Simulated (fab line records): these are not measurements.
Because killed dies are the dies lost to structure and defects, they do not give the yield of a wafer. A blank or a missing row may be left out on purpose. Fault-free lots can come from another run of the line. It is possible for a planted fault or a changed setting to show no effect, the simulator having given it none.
Which tool is to blame? -- flow rit-cmos -- 18 wafers from 6 lots sampled at 2 of the route's 202 steps

WHAT THE GAUGES READ, wafer by wafer
RIT_REOX_THK_MEAS_04.
lot,measured,on,REOX_OXIDE_THK (nm)
L312,day 2 23:19,film-metro-04,24.7 24.8 24.4
L314,day 3 12:02,film-metro-03,25.3 26.1 25.2
L316,day 3 20:04,film-metro-03,25.7 25.7 25.6
L318,day 4 08:43,film-metro-04,25.5 25.5 25.5
L330,day 6 23:26,film-metro-04,29.5 29.7 29.8
L332,day 7 07:12,film-metro-03,25.3 25.4 25.3

WHAT TOOL EACH LOT RAN ON (gives the tool, then ch and the chambers of the sampled wafers, and finally the start)
lot,RIT_REOX_OXIDATION_03
L312,"furnace-01 ch 0, day 2 20:44"
L314,"furnace-03 ch 0, day 3 09:29"
L316,"furnace-04 ch 0, day 3 17:31"
L318,"furnace-03 ch 0, day 4 06:10"
L330,"furnace-04 ch 0, day 6 20:53"
L332,"furnace-01 ch 0, day 7 04:39"
- RIT_REOX_OXIDATION_03: target thk 25.2 nm, ox time 5580 s.

THE ANSWER, worked out from the rows above alone
Rule: the lots themselves supply what counts as usual. Put in order of their means at a reading, lots are off if they are a third of the lots or fewer, leave a main group of 4 or more, and stand apart from it by a gap of 3 or more times the standard deviation of the main group's means; of several such gaps the widest counts. Not used: any main group whose means are identical at the precision the tables above print for the reading. Also off: a lot with no number at a reading for which 4 or more lots have one. All remaining lots with rows at the step are treated as sound.
Off: L330, at RIT_REOX_THK_MEAS_04 (REOX_OXIDE_THK). For the main group the mean is 25.3 nm and the standard deviation 0.37.
If a tool, at a process step before that reading, ran all the lots that are off and no sound lot after the first of them, it fits. The gauges at RIT_REOX_THK_MEAS_04 are tried like those tools. This does not decide it: 2 tools fit, namely furnace-04 at RIT_REOX_OXIDATION_03 and film-metro-04 at RIT_REOX_THK_MEAS_04.

WHAT THE SIMULATOR HAD PUT IN
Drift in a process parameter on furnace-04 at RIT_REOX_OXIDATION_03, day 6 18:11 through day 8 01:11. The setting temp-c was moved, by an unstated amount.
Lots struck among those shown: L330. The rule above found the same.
